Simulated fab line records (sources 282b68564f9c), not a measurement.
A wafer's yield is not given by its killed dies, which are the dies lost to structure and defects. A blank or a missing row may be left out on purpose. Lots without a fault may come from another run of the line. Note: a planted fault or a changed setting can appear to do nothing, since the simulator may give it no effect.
Which tool did it?	flow rit-cmos	21 wafers from 7 lots sampled at 2 of the route's 202 steps

## WHAT EACH GAUGE READ, for each wafer
RIT_PWELL_TW_MEAS_10.
lot	measured	on	PWELL_TW
L321	day 2 15:19	film-metro-04	926 933 930
L323	day 3 01:00	film-metro-04	937 943 939
L326	day 3 14:57	film-metro-04	935 937 939
L330	day 4 10:36	film-metro-03	30 30 30 30 30 30
L334	day 5 06:28	film-metro-03	947 947 955
L336	day 5 16:42	film-metro-04	931 934 935
L338	day 6 02:51	film-metro-04	939 935 934

## WHAT TOOL EACH LOT RAN ON (gives the tool, then ch and the chambers of the sampled wafers, and finally the start)
lot	RIT_NWELL_STRIP_09
L321	plasma-asher-04 ch 0,1, day 2 13:28
L323	plasma-asher-01 ch 0,1, day 2 23:18
L326	plasma-asher-03 ch 0,1, day 3 13:04
L330	plasma-asher-04 ch 0, day 4 08:41
L334	plasma-asher-04 ch 0,1, day 5 04:47
L336	plasma-asher-03 ch 0,1, day 5 14:58
L338	plasma-asher-04 ch 0,1, day 6 01:07
- RIT_NWELL_STRIP_09: strips in O2, time 180 s.

## THE ANSWER, worked out from the rows above alone
Rule: the lots themselves supply what counts as usual. Put in order of their means at a reading, lots are off if they are a third of the lots or fewer, leave a main group of 4 or more, and stand apart from it by a gap of 3 or more times the standard deviation of the main group's means; of several such gaps the widest counts. Not used: any main group whose means are identical at the precision the tables above print for the reading. Also off: a lot with no number at a reading for which 4 or more lots have one. All remaining lots with rows at the step are treated as sound.
Off: L330, seen at RIT_PWELL_TW_MEAS_10 (PWELL_TW). For the main group the mean is 938 and the standard deviation 6.2.
If a tool, at a process step before that reading, ran all the lots that are off and no sound lot after the first of them, it fits. The gauges at RIT_PWELL_TW_MEAS_10 are tried like those tools. None of those tried fits.

## WHAT HAD BEEN PUT IN BY THE SIMULATOR
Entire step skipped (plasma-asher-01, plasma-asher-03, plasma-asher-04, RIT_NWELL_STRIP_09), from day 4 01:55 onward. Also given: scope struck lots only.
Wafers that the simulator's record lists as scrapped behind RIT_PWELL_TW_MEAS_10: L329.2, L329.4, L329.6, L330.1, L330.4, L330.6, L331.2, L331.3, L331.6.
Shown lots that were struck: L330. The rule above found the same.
